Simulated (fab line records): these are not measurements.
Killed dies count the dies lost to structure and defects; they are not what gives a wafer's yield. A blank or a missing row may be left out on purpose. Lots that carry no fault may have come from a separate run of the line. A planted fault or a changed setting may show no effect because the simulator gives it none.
fab line records ; flow berkeley-cmos170
record: lots: 5; wafers: 15; last-day: 12
route steps=331 shown V1@256
lots that met no fault: taken from a fault-free run of the same line
start-h: the number of hours between the record's first day and the start of the first shown wafer of the lot ; wait-h: time in hours since the lot's previous step ; " same as the row above ; L1.1+2: one row covering several wafers at once ; - no value, or no start was given ; * or withheld: withheld ; < > ~ a bound
route shown NAME@n: NAME is a module with steps in the file, n the number in the route of the first one ; usual: mean and standard deviation over wafers with no fault ; same: alike in all rows ; chamber/n: place in a boat ; sites: each site's reading ; _std_site: the standard deviation of these ; _edge_site: the outer-site mean with the inner-site mean subtracted ; radius-mm: for every site, how far away it sits from the centre of the wafer ; mask NAME#n: copy n ; behind: the most recent tool/chamber to have shaped the wafer ; hold: why the lot was held/for how many hours/how that ended ; device: which transistor (n, p or np) failed to switch ; end of line: tests of these same wafers at the route's end ; where a step has no rows: the recipe by itself ; killed: the dies lost at the first sort to structure and to defects; this is not the yield of the wafer ; map: per-die view of a wafer (x killed, . not killed, _ where there is no die)
set.NAME: the run value of the setting; set.NAME@STEP: its run value at that earlier step ; model.NAME: the simulator's own value behind a step, which no gauge read
lots seen at some steps along the route; tables by step, rows by wafer
services: a tool's chamber out of use, with start hour (start-h, from the record's first day; less than 0 if before it), hours out, and reason
== steps ==
step: UCB170_V1_CMP_02
recipe: material: SiO2; down-force-psi: 6; platen-rpm: 60; pad-velocity-m-s: 0.75398
usual: motor-current-A: 15.9/1.3; retaining-ring-pressure-frac: 1.000/0.0046
lot.wafer;tool;chamber;start-h;wait-h;motor-current-A;retaining-ring-pressure-frac
L567.1;cmp-01;1;163.89;0.1;16.5;1.001
L567.4;cmp-01;2;163.89;0.1;17.5;0.996
L567.3;cmp-01;0;163.89;0.1;14.3;1.001
L569.2;cmp-01;2;164.84;0.8;17.6;0.995
L569.1;cmp-01;0;164.84;0.8;14.3;0.998
L569.5;cmp-01;1;164.84;0.8;15.7;0.999
L575.3;cmp-01;1;206.80;0.0;16.2;1.001
L575.1;cmp-01;2;206.80;0.0;17.5;1.006
L575.5;cmp-01;1;206.80;0.0;16.0;1.004
L581.2;cmp-02;2;237.81;0.8;17.1;0.998
L581.3;cmp-02;3;237.81;0.8;15.2;1.001
L581.6;cmp-02;2;237.81;0.8;17.2;0.999
L588.3;cmp-01;3;272.39;0.1;14.1;0.997
L588.1;cmp-01;0;272.39;0.1;13.7;0.999
L588.6;cmp-01;2;272.39;0.1;17.9;1.000
step: UCB170_V1_BOW_MEAS_03
recipe: mode: bow
usual: V1_BOW: 18/7.3
lot.wafer;tool;chamber;start-h;wait-h;V1_BOW[um]
L567.1;film-metro-02;-;164.19;0.2;17
L567.3;film-metro-02;-;164.19;0.2;18
L567.4;film-metro-02;-;164.19;0.2;20
L569.1;film-metro-03;-;165.09;0.1;22
L569.2;film-metro-03;-;165.09;0.1;16
L569.5;film-metro-03;-;165.09;0.1;23
L575.1;film-metro-02;-;207.10;0.2;7
L575.3;film-metro-02;-;207.10;0.2;13
L575.5;film-metro-02;-;207.10;0.2;27
L581.2;film-metro-02;-;238.08;0.2;18
L581.3;film-metro-02;-;238.08;0.2;10
L581.6;film-metro-02;-;238.08;0.2;21
L588.1;film-metro-04;-;272.64;0.1;14
L588.3;film-metro-04;-;272.64;0.1;20
L588.6;film-metro-04;-;272.64;0.1;12
step: UCB170_V1_THK_MEAS_04
recipe: reads: SiO2_of_V1_CVD_00
usual: V1_POLISHED_THK: 1000.2/1.2
lot.wafer;tool;chamber;start-h;wait-h;V1_POLISHED_THK[nm]
L567.1;film-metro-02;-;164.31;0.1;998.8
L567.3;film-metro-02;-;164.31;0.1;999.1
L567.4;film-metro-02;-;164.31;0.1;999.9
L569.1;film-metro-03;-;165.21;0.1;1002.7
L569.2;film-metro-03;-;165.21;0.1;1000.5
L569.5;film-metro-03;-;165.21;0.1;1001.7
L575.1;film-metro-02;-;207.22;0.1;1000.4
L575.3;film-metro-02;-;207.22;0.1;999.0
L575.5;film-metro-02;-;207.22;0.1;1001.2
L581.2;film-metro-02;-;238.19;0.1;1000.8
L581.3;film-metro-02;-;238.19;0.1;1001.3
L581.6;film-metro-02;-;238.19;0.1;1000.6
L588.1;film-metro-04;-;272.76;0.1;997.6
L588.3;film-metro-04;-;272.76;0.1;1000.8
L588.6;film-metro-04;-;272.76;0.1;999.6
step: UCB170_V1_CLEAN_05
recipe: chemistry: DIW
step: UCB170_V1_HMDS_06
recipe: prime-time-s: 60; prime-temp-c: 100
step: UCB170_V1_COAT_07
recipe: resist: KrF; spin-rpm: 1500; resist-thk-nm: 900
step: UCB170_V1_SOFTBAKE_08
recipe: resist: KrF; temp-c: 130; time-s: 60
step: UCB170_V1_EXPOSE_09
recipe: mask-id: VIA1; target-cd-nm: 700; na: 0.5; sigma-outer: 0.6; source-shape: conventional; dose-mj: 37
step: UCB170_V1_PEB_10
recipe: peb-temp-c: 130; peb-time-s: withheld; resist: KrF
step: UCB170_V1_DEVELOP_11
recipe: developer: TMAH; develop-time-s: 46.49; resist: KrF; dev-temp-c: 21
step: UCB170_V1_CD_MEAS_12
recipe: target-cd-nm: 700
usual: cd-nm: 700.5/1.4
lot.wafer;tool;chamber;start-h;wait-h;cd-nm
L567.1;cd-sem-01;-;165.38;-;700.1
L567.3;cd-sem-01;-;165.38;-;700.2
L567.4;cd-sem-01;-;165.38;-;700.4
L569.1;cd-sem-01;-;166.49;-;700.4
L569.2;cd-sem-01;-;166.49;-;699.2
L569.5;cd-sem-01;-;166.49;-;700.4
L575.1;cd-sem-02;-;209.53;-;701.5
L575.3;cd-sem-02;-;209.53;-;701.2
L575.5;cd-sem-02;-;209.53;-;700.0
L581.2;cd-sem-02;-;240.07;-;700.0
L581.3;cd-sem-02;-;240.07;-;699.7
L581.6;cd-sem-02;-;240.07;-;700.2
L588.1;cd-sem-01;-;275.27;-;700.6
L588.3;cd-sem-01;-;275.27;-;701.5
L588.6;cd-sem-01;-;275.27;-;701.1
step: UCB170_V1_OVL_MEAS_13
usual: V1_OVL: 4/5.1
lot.wafer;tool;chamber;start-h;wait-h;V1_OVL[nm]
L567.1;overlay-01;-;165.50;0.1;-1
L567.3;overlay-01;-;165.50;0.1;-6
L567.4;overlay-01;-;165.50;0.1;-3
L569.1;overlay-01;-;166.61;0.1;14
L569.2;overlay-01;-;166.61;0.1;10
L569.5;overlay-01;-;166.61;0.1;16
L575.1;overlay-01;-;209.65;0.1;7
L575.3;overlay-01;-;209.65;0.1;7
L575.5;overlay-01;-;209.65;0.1;10
L581.2;overlay-01;-;240.17;0.1;3
L581.3;overlay-01;-;240.17;0.1;5
L581.6;overlay-01;-;240.17;0.1;5
L588.1;overlay-02;-;275.39;0.1;9
L588.3;overlay-02;-;275.39;0.1;4
L588.6;overlay-02;-;275.39;0.1;3
step: UCB170_V1_ETCH_14
recipe: chemistry: CHF3/CF4/Ar; target: SiO2; stop-on: Al; CHF3_flow_sccm: 45; cf4-flow-sccm: 15; Ar_flow_sccm: 150; pressure-mtorr: 200; rf-w: 700; target-depth-a: 12500; over-etch-frac: 0.25; time-s: 291
usual: drypump-motor-current-A: 5.40/0.28; oes-product-au: 0.870/0.013; rf-fwd-power-W: 698.2/2; throttle-valve-pct: 6.98/0.12
lot.wafer;tool;chamber;start-h;wait-h;drypump-motor-current-A;oes-product-au;rf-fwd-power-W;rf-hours-counter-h;throttle-valve-pct;model.KrF_of_V1_COAT_07.thk-nm;model.V1.feature-depth-nm;model.etch.depth-nm
L567.1;rie-diel-01;3;165.54;0.0;5.52;0.877;696.0;71;7.13;607.8;999.2;999.1
L567.3;rie-diel-01;1;165.54;0.0;5.25;0.881;693.9;119;7.05;610.7;999.2;999.2
L567.4;rie-diel-01;2;165.54;0.0;5.74;0.870;701.8;115;6.91;611.7;999.4;999.1
L569.1;rie-diel-01;3;166.65;0.0;5.58;0.871;697.8;71;7.10;616.9;1002;1002
L569.2;rie-diel-01;0;166.65;0.0;4.93;0.860;698.9;39;6.85;618.9;1001;1001
L569.5;rie-diel-01;3;166.65;0.0;5.56;0.873;699.3;-;7.11;614.8;1001;1001
L575.1;rie-diel-01;0;209.69;0.0;4.90;0.861;698.3;41;6.86;616.3;1000;1000
L575.3;rie-diel-01;3;209.69;0.0;5.55;0.858;417.4;73;7.12;673.9;969.6;969.6
L575.5;rie-diel-01;1;209.69;0.0;5.25;0.885;700.6;-;7.05;612;1001;1001
L581.2;rie-diel-04;1;240.20;0.0;5.55;0.882;700.6;129;7.17;609.2;1000;1000
L581.3;rie-diel-04;0;240.20;0.0;5.40;0.882;702.4;75;6.98;610.5;1001;1001
L581.6;rie-diel-04;1;240.20;0.0;5.57;0.879;697.3;-;7.15;607;1001;1001
L588.1;rie-diel-04;3;275.43;0.0;5.08;0.864;699.9;19;7.02;609.4;999.1;999.1
L588.3;rie-diel-04;1;275.43;0.0;5.56;0.879;697.5;131;7.16;607.1;1001;1001
L588.6;rie-diel-04;1;275.43;0.0;5.56;0.873;696.0;-;7.15;606.4;1000;1000
step: UCB170_V1_STRIP_15
recipe: chemistry: O2; power-w: 400; pressure-mtorr: 3500; platen-temp-c: withheld; o2-flow-sccm: 400; overash-fraction: 0.5
usual: drypump-motor-current-A: 5.97/0.22; oes-product-au: 0.722/0.0046; strip-time-to-endpoint-s: 15.33/0.098
same: overash-fraction: 0.5
lot.wafer;tool;chamber;start-h;wait-h;drypump-motor-current-A;oes-product-au;rf-hours-counter-h;strip-time-to-endpoint-s
L567.1;plasma-asher-01;1;165.72;0.1;6.25;0.721;47;15.27
L567.3;plasma-asher-01;0;165.72;0.1;6.01;0.723;-;15.32
L567.4;plasma-asher-01;1;165.72;0.1;6.25;0.720;-;15.34
L569.1;plasma-asher-01;1;166.83;0.1;6.23;0.720;47;15.46
L569.2;plasma-asher-01;0;166.83;0.1;6.00;0.717;47;15.52
L569.5;plasma-asher-01;0;166.83;0.1;6.02;0.725;-;15.42
L575.1;plasma-asher-02;0;209.87;0.1;5.98;0.720;8;15.46
L575.3;plasma-asher-02;1;209.87;0.1;5.63;0.723;-;16.77
L575.5;plasma-asher-02;0;209.87;0.1;6.01;0.727;-;15.36
L581.2;plasma-asher-04;1;240.38;0.1;5.65;0.727;56;15.29
L581.3;plasma-asher-04;0;240.38;0.1;5.83;0.722;-;15.31
L581.6;plasma-asher-04;0;240.38;0.1;5.84;0.724;-;15.23
L588.1;plasma-asher-01;0;275.60;0.1;6.03;0.723;58;15.28
L588.3;plasma-asher-01;1;275.60;0.1;6.24;0.717;-;15.24
L588.6;plasma-asher-01;0;275.60;0.1;6.02;0.725;-;15.22
step: UCB170_V1_CD_MEAS_90
recipe: target-cd-nm: 700
usual: cd-nm: 700.7/1.5
lot.wafer;tool;chamber;start-h;wait-h;cd-nm
L567.1;cd-sem-02;-;165.82;0.1;700.5
L567.3;cd-sem-02;-;165.82;0.1;700.3
L567.4;cd-sem-02;-;165.82;0.1;700.4
L569.1;cd-sem-01;-;166.93;0.1;700.4
L569.2;cd-sem-01;-;166.93;0.1;700.0
L569.5;cd-sem-01;-;166.93;0.1;700.9
L575.1;cd-sem-02;-;209.97;0.1;702.0
L575.3;cd-sem-02;-;209.97;0.1;696.3
L575.5;cd-sem-02;-;209.97;0.1;700.4
L581.2;cd-sem-02;-;240.50;0.1;699.6
L581.3;cd-sem-02;-;240.50;0.1;699.9
L581.6;cd-sem-02;-;240.50;0.1;700.6
L588.1;cd-sem-01;-;275.70;0.1;701.1
L588.3;cd-sem-01;-;275.70;0.1;701.3
L588.6;cd-sem-01;-;275.70;0.1;700.6
== services ==
tool;chamber;start-h;hours;kind
cmp-02;-;159.20;9.4;repair
rie-diel-01;0;175.24;6.2;repair
cmp-02;-;197.57;6.2;pm
rie-diel-04;3;198.17;42.6;repair
cmp-02;-;228.70;1.5;repair
cmp-01;-;232.00;4.0;pm
cmp-01;-;236.00;-;consumable-replace:conditioner
cmp-01;-;236.00;-;consumable-replace:pad
cmp-01;-;236.00;5.7;pm
plasma-asher-02;-;241.74;2.8;pm
rie-diel-01;1;246.04;6.4;repair
== key ==
first-sign: step: UCB170_V1_ETCH_14; reading: rf-fwd-power-W; direction: down; sigmas: 99+; usual: 698.2; struck: 417.4
effect: step: UCB170_V1_STRIP_15; reading: strip-time-to-endpoint-s; direction: up; sigmas: 15; usual: *; struck: *
model-effect: step: UCB170_V1_ETCH_14; value: KrF_of_V1_COAT_07.thk-nm; without: 611.7; struck: 673.9
met-at UCB170_V1_ETCH_14
struck-wafers L575.3
later-rows-left-out L575.3
sort-left-out L575.3
onset-between 166.65 209.69
fault: kind: process-parameter-drift; tool: rie-diel-01; chamber: 3; onset-h: 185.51; steps: UCB170_V1_ETCH_14; channel: rf-w; offset: -280; shape: step; end-h: 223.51; acts-in: these-recipes-only; stated: 700
sort-left-out: the simulated sort isn't trusted on such a fault, so these wafers' sort isn't shown, and their yield isn't known
later-rows-left-out: the simulator's readings of these wafers behind a module that went badly wrong aren't trusted and aren't shown, but for the sort
